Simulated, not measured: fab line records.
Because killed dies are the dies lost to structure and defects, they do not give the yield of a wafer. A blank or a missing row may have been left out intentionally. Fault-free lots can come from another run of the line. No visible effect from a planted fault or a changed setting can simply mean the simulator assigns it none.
2 desks looking at one fault ; flow berkeley-cmos170 ; what lay behind the numbers comes last; until then each desk has only its own

## THE TOOL OWNER'S DESK: litho-track-03
The tool's own readings at UCB170_V2_PEB_10, given as means over the sampled wafers that have a number, one for each lot that went through this tool. Any lot whose mean is over 4 standard deviations away from the usual mean is out of limits and marked OUT; that distance is given in the brackets.
Columns: A = heater-power-total-W at UCB170_V2_PEB_10, usual 56.81 W
lot;first seen here;A
L721;day 7 23:31;56.80
L725;day 8 10:25;56.80
L724;day 8 15:29;56.77
L726;day 9 02:01;57.44 (+15) OUT
L729;day 9 13:14;57.42 (+15) OUT
L741;day 12 10:14;56.84
This desk finds L726, L729 out of limits, L726 being first, at day 9 02:01 (heater-power-total-W at UCB170_V2_PEB_10). L721, L725, L724, L741 stayed within limits.

## METROLOGY DESK
What the gauges read for every lot (on any tool): the sampled wafers with a number, averaged. Any lot whose mean is over 4 standard deviations away from the usual mean is out of limits and marked OUT; that distance is given in the brackets.
Columns: A = cd-nm at UCB170_V2_CD_MEAS_12, usual 700.5 nm; B = M3_BOW at UCB170_M3_BOW_MEAS_20, usual 35 um
lot;first seen here;A;B
L721;day 7 23:47;698.6;37
L720;day 8 00:54;702.3;37
L722;day 8 05:49;699.7;28
L725;day 8 10:41;702.2;34
L724;day 8 15:46;701.7;37
L726;day 9 02:17;697.0;30
L729;day 9 13:31;696.9;34
L731;day 9 17:23;700.9;40
L736;day 10 21:16;697.5;33
L740;day 11 23:10;700.2;38
L741;day 12 10:30;699.8;37
L742;day 12 10:50;699.9;41
L743;day 12 11:05;701.3;30
This desk's verdict: no lot among the 13 shows anything out of limits.

## BROUGHT TOGETHER
The tool owner's desk could have raised an alarm at day 9 02:01, on L726, L729.
The metrology desk saw nothing out of limits.
The metrology desk holds a record of L726, L729, inside its limits.
Of the lots named, all ran UCB170_V2_PEB_10 on litho-track-03.

## WHAT WAS PUT IN BY THE SIMULATOR
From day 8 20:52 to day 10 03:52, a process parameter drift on litho-track-03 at UCB170_V2_PEB_10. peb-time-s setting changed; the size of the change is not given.
Shown lots that were struck: L726, L729.
Delay in hours, fault start to first out-of-limits reading, by desk: the tool owner's desk at 5.
